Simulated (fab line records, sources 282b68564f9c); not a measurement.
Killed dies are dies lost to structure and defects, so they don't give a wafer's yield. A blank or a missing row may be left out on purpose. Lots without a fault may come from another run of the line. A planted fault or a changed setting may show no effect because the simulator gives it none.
A struck lot beside a sound one | flow rit_cmos | 28 steps out of a route of 202
Sound: wafers L366.1, L366.3, L366.6. Struck: wafers L376.2, L376.4, L376.6. The cause comes at the end.
At each step with rows: each side's tool, then ch and its chambers, then its first start. Under that, the readings that differ: sound wafers | struck wafers | difference of the means | sigmas: that difference in standard deviations of wafers without a fault.
alike: readings whose means differ by less than 2 such deviations, and words and numbers that are the same on both sides. not compared: withheld readings, readings that some wafer has no value for, bounds like >300 that may hide the same value, and numbers for which the record gives no deviation and whose values overlap.
The two part at a step that has a row with sigmas, a row that says differs or no value, or rows on one side only. Numbers that don't overlap but have no deviation are shown without sigmas and don't part them. A reading that every wafer of one side lacks parts them only if that side has two wafers or more.

RIT_ACTIVE_BOW_MEAS_00:
  sound on film_metro-01, day 3 17:00; struck on film_metro-01, day 5 19:01
  alike: INCOMING_BOW
RIT_ACTIVE_OXIDATION_01: target thk 46.8 nm, ox time 3360 s.
  sound on furnace-03 ch 0, day 3 17:39; struck on furnace-03 ch 0, day 5 19:29
  reading                                       | sound                | struck               | difference | sigmas
  spike_tc_centre_C (C)                         | 1003.4 1003.7 1005.0 | 1018.0 1017.6 1017.8 | +13.8      | +13
  spike_tc_load_C (C)                           | 1030 1032 1032       | 1048 1047 1049       | +17        | +5
  spike_tc_source_C (C)                         | 1029 1028 1029       | 1042 1042 1041       | +13        | +4
  tube_center_temp_C (C)                        | 1000 999.97 999.96   | 1015.1 1014.9 1014.9 | +15.0      | +99 or more
  tube_center_temp_C_max                        | 1002.3 1002.6 1002.2 | 1017.6 1018.6 1017.5 | +15.5      | +36
  model.SiO2_of_ACTIVE_OXIDATION_01.thk_nm (nm) | 48.39 47.65 48.23    | 52.86 52.68 52.45    | +4.57      |
RIT_ACTIVE_THK_MEAS_02:
  sound on film_metro-03, day 3 19:35; struck on film_metro-01, day 5 21:26
  reading               | sound          | struck         | difference | sigmas
  ACTIVE_OXIDE_THK (nm) | 48.4 47.7 48.3 | 52.8 52.7 52.4 | +4.5       | +6
then, 1 step without rows for these wafers: RIT_ACTIVE_CVD_03 (deposits Si3N4 from SiH2Cl2/NH3, target thk 150 nm, time 1500 s).
RIT_ACTIVE_THK_MEAS_04:
  sound on film_metro-01, day 3 21:04; struck on film_metro-02, day 6 00:06
  alike: ACTIVE_NITRIDE_THK
then, 6 steps without rows for these wafers: RIT_ACTIVE_HMDS_05 (prime time 60 s); RIT_ACTIVE_COAT_06 (resist thk 1000 nm); RIT_ACTIVE_SOFTBAKE_07 (time 60 s); RIT_ACTIVE_EXPOSE_08 (exposes mask M1, target cd 1400 nm); RIT_ACTIVE_PEB_09; RIT_ACTIVE_DEVELOP_10 (develop time 50 s).
RIT_ACTIVE_CD_MEAS_11: target cd 1400 nm.
  sound on cd_sem-01, day 3 21:58; struck on cd_sem-01, day 6 01:01
  alike: cd_nm
then, 1 step without rows for these wafers: RIT_ACTIVE_HARDBAKE_12 (time 60 s).
RIT_ACTIVE_ETCH_13: etches Si3N4 in SF6, stops on SiO2, time 210 s, target depth 210 nm.
  sound on rie_diel-04 ch 1,2,3, day 3 22:14; struck on rie_diel-03 ch 0,2, day 6 01:16
  alike: SF6_flow_sccm, drypump_motor_current_A, oes_product_au, throttle_valve_pct
  not compared: rf_hours_counter_h
RIT_ACTIVE_STRIP_14: strips in O2, time 180 s.
  sound on plasma_asher-04 ch 0,1, day 3 22:22; struck on plasma_asher-04 ch 0,1, day 6 01:25
  alike: drypump_motor_current_A
  not compared: rf_hours_counter_h
RIT_ACTIVE_CD_MEAS_90: target cd 1400 nm.
  sound on cd_sem-01, day 3 22:33; struck on cd_sem-02, day 6 01:36
  alike: cd_nm
then, 4 steps without rows for these wafers: RIT_ACTIVE_CLEAN_15 (cleans in SC1, time 600 s); RIT_ACTIVE_CLEAN_16 (cleans in dHF, time 30 s); RIT_ACTIVE_CLEAN_17 (cleans in SC2, time 600 s); RIT_FOX1_OXIDATION_00 (target thk 350.7 nm, ox time 1130 s).
RIT_FOX1_THK_MEAS_01:
  sound on film_metro-04, day 4 00:21; struck on film_metro-01, day 6 03:57
  reading             | sound       | struck      | difference | sigmas
  FOX1_OXIDE_THK (nm) | 350 346 343 | 363 358 360 | +14        | +2
then, 2 steps without rows for these wafers: RIT_FOX1_WET_ETCH_02 (etches SiO2 in BOE, target depth 350 nm, time 390 s); RIT_FOX2_OXIDATION_00 (target thk 350.7 nm, ox time 1130 s).
RIT_FOX2_THK_MEAS_01:
  sound on film_metro-02, day 4 01:50; struck on film_metro-04, day 6 05:38
  alike: FOX2_OXIDE_THK
then, 1 step without rows for these wafers: RIT_FOX2_CLEAN_02 (cleans in dHF, time 180 s).
RIT_FOX2_WET_ETCH_03: etches Si3N4 in H3PO4, target depth 195 nm, time 2700 s.
  sound on wet_bench-02 ch 1, day 4 01:58; struck on wet_bench-01 ch 1, day 6 05:45
  reading                                       | sound             | struck            | difference | sigmas
  model.SiO2_of_ACTIVE_OXIDATION_01.thk_nm (nm) | 42.84 42.42 42.99 | 47.15 46.97 46.78 | +4.22      |
  alike: bath_guard_temp_C
RIT_FOX2_THK_MEAS_90:
  sound on film_metro-03, day 4 02:43; struck on film_metro-04, day 6 06:31
  alike: FIELD_OXIDE_LEFT_1_THK
RIT_M1_PROBE_99:
  sound on prober-02, day 5 18:08; struck on prober-01, day 7 21:55
  reading                             | sound             | struck            | difference | sigmas
  killed_at_front_end                 | 6 3 6             | 12 6 15           | +6         | +2
  killed_dies                         | 6 3 6             | 12 6 15           | +6         | +2
  model.etest.nldd.width_nm (nm)      | 3143 3177 3176    | 3102 3134 3109    | -50        |
  model.etest.pldd.width_nm (nm)      | 3134 3172 3173    | 3089 3110 3112    | -56        |
  model.etest.nplus_sal.width_nm (nm) | 3439 3442 3449    | 3389 3400 3410    | -44        |
  model.etest.nmos_narrow.drive_ua_um | 220.7 223.9 225.3 | 202.1 204.4 201.1 | -20.8      |
  model.etest.pmos_narrow.drive_ua_um | 100.6 98.27 99.54 | 91.25 92.74 89.57 | -8.28      |
  alike: killed_at_contacts, killed_on_rim, killed_open, killed_short
  not compared: model.etest.pplus_sal.width_nm

WHERE THEY PART
First at RIT_ACTIVE_OXIDATION_01; last, within this record, at RIT_M1_PROBE_99.

WHY: what the simulator had put in
Process parameter drift: furnace-03, from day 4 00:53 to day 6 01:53, at RIT_ACTIVE_OXIDATION_01. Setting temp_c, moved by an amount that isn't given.
